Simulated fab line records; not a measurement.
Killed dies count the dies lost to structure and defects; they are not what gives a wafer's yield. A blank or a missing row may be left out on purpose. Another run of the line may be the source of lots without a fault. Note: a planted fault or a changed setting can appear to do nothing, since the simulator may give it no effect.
A struck lot beside a sound one | flow rit cmos | 18 out of 202 route steps
Sound: these wafers, L748.2, L748.5, L748.6. Wafers struck: L751.2, L751.3, L751.5. The cause is given at the end.
For every step that has rows: the tool of each side, followed by ch and its chambers, followed by its first start. Under that, the readings that differ: sound wafers | struck wafers | difference of the means | sigmas: that difference in standard deviations of wafers without a fault.
alike: same words and numbers on both sides, and readings whose means sit less than 2 such deviations apart. not compared: any withheld reading, any reading some wafer has no value for, any bound like >300 that may hide the same value, and any number with overlapping values for which the record gives no deviation.
The two part at a step that has a row with sigmas, a row that says differs or no value, or rows on one side only. Numbers that don't overlap but have no deviation are shown without sigmas and don't part them. Lack of a reading on every wafer of one side parts them only where that side has two or more wafers.

first, 4 steps without rows for these wafers: RIT_NWELL_SOFTBAKE_02 (time 60 s); RIT_NWELL_EXPOSE_03 (exposes mask M2, target cd 43900 nm); RIT_NWELL_PEB_04; RIT_NWELL_DEVELOP_05 (develop time 68 s).
RIT_NWELL_OVL_MEAS_06:
  sound on overlay-02, day 5 05:59; struck on overlay-01, day 5 20:19
  alike: NWELL_OVL
then, 2 steps without rows for these wafers: RIT_NWELL_HARDBAKE_07 (time 120 s); RIT_NWELL_IMPLANT_08.
RIT_NWELL_STRIP_09: strips in O2, time 180 s.
  sound on plasma asher-03 ch 0,1, day 5 06:25; struck on plasma asher-03 ch 0,1, day 5 20:44
  alike: drypump motor current A, rf refl power W
  not compared: rf hours counter h
RIT_NWELL_TW_MEAS_10:
  sound on film metro-04, day 5 06:35; struck on film metro-03, day 5 20:55
  alike: NWELL_TW
then, 3 steps without rows for these wafers: RIT_PWELL_HMDS_00 (prime time 60 s); RIT_PWELL_COAT_01 (resist thk 1300 nm); RIT_PWELL_SOFTBAKE_02 (time 60 s).
RIT_PWELL_EXPOSE_03: exposes mask M3, target cd 43700 nm.
  sound on iline stepper-01 ch 0, day 5 07:07; struck on iline stepper-01 ch 0, day 5 21:29
  reading                       | sound                | struck            | difference | sigmas
  model.PWELL.overlay x nm (nm) | -2.055 -2.055 -2.055 | 360.7 360.7 360.7 | +362.8     |
  alike: mask, exposure dose mJ cm2
then, 2 steps without rows for these wafers: RIT_PWELL_PEB_04; RIT_PWELL_DEVELOP_05 (develop time 68 s).
RIT_PWELL_OVL_MEAS_06:
  sound on overlay-02, day 5 07:32; struck on overlay-02, day 5 21:55
  reading        | sound         | struck            | difference | sigmas
  PWELL_OVL (nm) | -0.8 -1.1 0.0 | 363.4 361.9 364.0 | +363.7     | +99 or more
then, 1 step without rows for these wafers: RIT_PWELL_HARDBAKE_07 (time 120 s).
RIT_M1_PROBE_99:
  sound on prober-02, day 6 18:51; struck on prober-02, day 7 09:31
  reading                                        | sound                | struck               | difference | sigmas
  model.etest.well edge left.line ohm um         | 180.9 183.6 182.3    | 218.8 219.1 217.1    | +36.1      |
  model.etest.well edge right.line ohm um        | 180.9 181.8 179.8    | 163.3 164.7 163.2    | -17.1      |
  model.etest.iso nwell nwell.bv v (V)           | 22.14 22.19 22.34    | 20.18 20.09 20.37    | -2.01      |
  model.etest.iso nplus nwell.lateral log10 a um | -9.386 -9.431 -9.413 | -9.509 -9.476 -9.502 | -0.086     |
  alike: killed at front end, killed dies, killed on rim, killed open, killed short

== WHERE THEY PART ==
Within this record, at RIT_PWELL_OVL_MEAS_06 only. Later steps at which nothing parts them and some readings are alike: RIT_M1_PROBE_99.

WHY: the cause the simulator had injected
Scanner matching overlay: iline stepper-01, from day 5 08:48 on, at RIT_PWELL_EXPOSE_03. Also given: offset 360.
